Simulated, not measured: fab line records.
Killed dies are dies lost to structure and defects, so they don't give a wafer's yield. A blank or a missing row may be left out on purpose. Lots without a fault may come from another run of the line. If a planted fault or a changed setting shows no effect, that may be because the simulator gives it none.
A struck lot beside a sound one    flow berkeleyCmos170    44 out of 331 route steps
Sound: the wafers L326.2, L326.5, L326.6. Wafers struck: L323.1, L323.5, L323.6. Last of all comes the cause.
Per side, at each step with rows, come the tool, then ch with its chambers, and then its first start. Under that, the readings that differ: sound wafers    struck wafers    difference of the means    sigmas: that difference in standard deviations of wafers without a fault.
alike: readings with means less than 2 such deviations apart, plus words and numbers identical on both sides. not compared: withheld readings, readings lacking a value on some wafer, bounds such as >300 that could conceal the same value, and numbers that have no deviation in the record and whose values overlap.
The two part at a step that has a row with sigmas, a row that says differs or no value, or rows on one side only. When numbers do not overlap yet have no deviation, they are printed without sigmas and do not part them. A reading that every wafer of one side lacks parts them only if that side has two wafers or more.

first, 3 steps without rows for these wafers: UCB170_PVT_EXPOSE_03 (exposes mask NWELL, target cd 3000 nm); UCB170_PVT_PEB_04; UCB170_PVT_DEVELOP_05 (develop time 45 s).
UCB170_PVT_OVL_MEAS_06:
  sound: overlay-02 at day 10 03:58; struck: overlay-01 at day 9 09:43
  alike: PVT_OVL
following that, these wafers have no rows for 1 step: UCB170_PVT_IMPLANT_07.
UCB170_PVT_STRIP_08: strips in O2.
  sound on plasmaAsher-04 ch 0,1, day 10 04:08; struck on plasmaAsher-04 ch 0,1, day 9 09:54
  alike: drypumpMotorCurrentA, o2FlowSccm, oesProductAu, stripTimeToEndpointS
  not compared: rfHoursCounterH
UCB170_PVT_TW_MEAS_09:
  sound: filmMetro-03 at day 10 04:15; struck: filmMetro-01 at day 9 10:00
  alike: PVT_TW
then, 1 step without rows for these wafers: UCB170_GATE_WET_ETCH_00 (etches SiO2 in dHF, time 200 s).
UCB170_FIELD_THK_MEAS_91:
  sound: filmMetro-02 at day 10 04:23; struck: filmMetro-01 at day 9 10:13
  alike: FIELD_OXIDE_LEFT_2_THK
then, 1 step without rows for these wafers: UCB170_GATE_OXIDATION_01 (target thk 6.6 nm, ox time 1800 s).
UCB170_GATE_THK_MEAS_02:
  sound: filmMetro-01 at day 10 10:40; struck: filmMetro-04 at day 9 12:13
  alike: GATE_OXIDE_THK
then, 1 step without rows for these wafers: UCB170_GATE_ANNEAL_03 (time 1800 s).
UCB170_GATE_CVD_04: deposits poly-Si from SiH4, time 1440 s, target thk 214 nm.
  sound on lpcvd-02 ch 0, day 10 17:35; struck on lpcvd-01 ch 0, day 9 16:38
reading                                  sound              struck             difference  sigmas
sih4FlowSccm (sccm)                      120.5 120.4 120.7  60.1 60.1 59.7     -60.6       -99 or more
model.poly-Si_of_GATE_CVD_04.thkNm (nm)  215 215.8 215.7    113.4 110.1 112.1  -103.6      
  alike: zonePowerSourcePct
UCB170_GATE_THK_MEAS_05:
  sound: filmMetro-04 at day 10 19:01; struck: filmMetro-04 at day 9 18:03
reading             sound              struck             difference  sigmas
GATE_POLY_THK (nm)  214.9 215.8 215.7  113.4 110.0 112.3  -103.6      -52
then, 6 steps without rows for these wafers: UCB170_GATE_COAT_06; UCB170_GATE_COAT_07 (resist thk 900 nm); UCB170_GATE_SOFTBAKE_08 (time 60 s); UCB170_GATE_EXPOSE_09 (exposes mask POLY, target cd 350 nm); UCB170_GATE_PEB_10; UCB170_GATE_DEVELOP_11 (develop time 45 s).
UCB170_GATE_CD_MEAS_12: the cd target is 350 nm.
  sound: cdSem-01 at day 10 20:40; struck: cdSem-02 at day 9 19:33
  alike: cdNm
UCB170_GATE_OVL_MEAS_13:
  sound: overlay-01 at day 10 20:46; struck: overlay-02 at day 9 19:40
  alike: GATE_OVL
UCB170_GATE_ETCH_14: etches BARC in N2/H2.
  sound on rieDiel-02 ch 1,2,3, day 10 20:47; struck on rieDiel-01 ch 0,1,3, day 9 19:42
  alike: drypumpMotorCurrentA, oesProductAu, throttleValvePct
UCB170_GATE_ETCH_15: etches poly-Si in HBr/Cl2, stops on SiO2, time 56.3 s, target depth 278.2 nm.
  sound on rieSi-02 ch 0,1,2, day 10 20:50; struck on rieSi-01 ch 0,1, day 9 19:44
reading                         sound              struck             difference  sigmas
oesProductAu (a.u.)             0.840 0.840 0.843  0.571 0.560 0.566  -0.275      -31
model.GATE.featureDepthNm (nm)  215 215.8 215.8    113.4 110.1 112.1  -103.7      
model.etch.depthNm (nm)         215 215.8 215.7    113.4 110.1 112.1  -103.6      
  alike: drypumpMotorCurrentA, throttleValvePct
  not compared: rfHoursCounterH
UCB170_GATE_STRIP_16: strips in O2.
  sound on plasmaAsher-01 ch 0,1, day 10 20:53; struck on plasmaAsher-01 ch 0,1, day 9 19:47
  alike: drypumpMotorCurrentA, o2FlowSccm, oesProductAu
  not compared: rfHoursCounterH
UCB170_GATE_CD_MEAS_90: the cd target is 350 nm.
  sound: cdSem-02 at day 10 21:00; struck: cdSem-01 at day 9 19:53
  alike: cdNm
then, 7 steps without rows for these wafers: UCB170_GATE_CLEAN_17 (cleans in SPM, time 600 s); UCB170_PLDD_HMDS_00 (prime time 60 s); UCB170_PLDD_COAT_01 (resist thk 900 nm); UCB170_PLDD_SOFTBAKE_02 (time 60 s); UCB170_PLDD_EXPOSE_03 (exposes mask PSELECT, target cd 1200 nm); UCB170_PLDD_PEB_04; UCB170_PLDD_DEVELOP_05 (develop time 45 s).
UCB170_PLDD_CD_MEAS_06: the cd target is 1200 nm.
  sound: cdSem-02 at day 10 22:19; struck: cdSem-02 at day 9 21:38
  alike: cdNm
UCB170_PLDD_OVL_MEAS_07:
  sound: overlay-01 at day 10 22:25; struck: overlay-01 at day 9 21:46
  alike: PLDD_OVL
then, 2 steps without rows for these wafers: UCB170_PLDD_IMPLANT_08; UCB170_PLDD_IMPLANT_09.
UCB170_PLDD_STRIP_10: strips in O2.
  sound on plasmaAsher-01 ch 0,1, day 10 22:44; struck on plasmaAsher-04 ch 0,1, day 9 22:06
  alike: drypumpMotorCurrentA, o2FlowSccm, oesProductAu, stripTimeToEndpointS
  not compared: rfHoursCounterH
UCB170_PLDD_TW_MEAS_11:
  sound: filmMetro-02 at day 10 22:51; struck: filmMetro-04 at day 9 22:12
  alike: PLDD_TW
then, 3 steps without rows for these wafers: UCB170_PLDD_CLEAN_12 (cleans in SPM, time 600 s); UCB170_NLDD_HMDS_00 (prime time 60 s); UCB170_NLDD_COAT_01 (resist thk 900 nm).
UCB170_SILICIDE_PRE_CLEAN_00: preclean etch time 60 s.
  sound: pvdSputter-04 at day 11 14:09; struck: pvdSputter-04 at day 10 12:57
reading                                  sound              struck             difference  sigmas
model.poly-Si_of_GATE_CVD_04.thkNm (nm)  208.1 208.9 208.8  106.6 103.3 105.3  -103.5      
UCB170_M3_PROBE_99:
  the record holds rows for the sound wafers here (prober-02, day 12 12:43) but none for the struck ones

WHERE THEY PART
Last at UCB170_M3_PROBE_99 as far as this record goes, first at UCB170_GATE_CVD_04.

WHY: what the simulator had put in
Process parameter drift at UCB170_GATE_CVD_04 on lpcvd-01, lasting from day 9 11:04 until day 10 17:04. Setting sih4FlowSccm shifted by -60 from 120. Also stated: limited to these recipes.
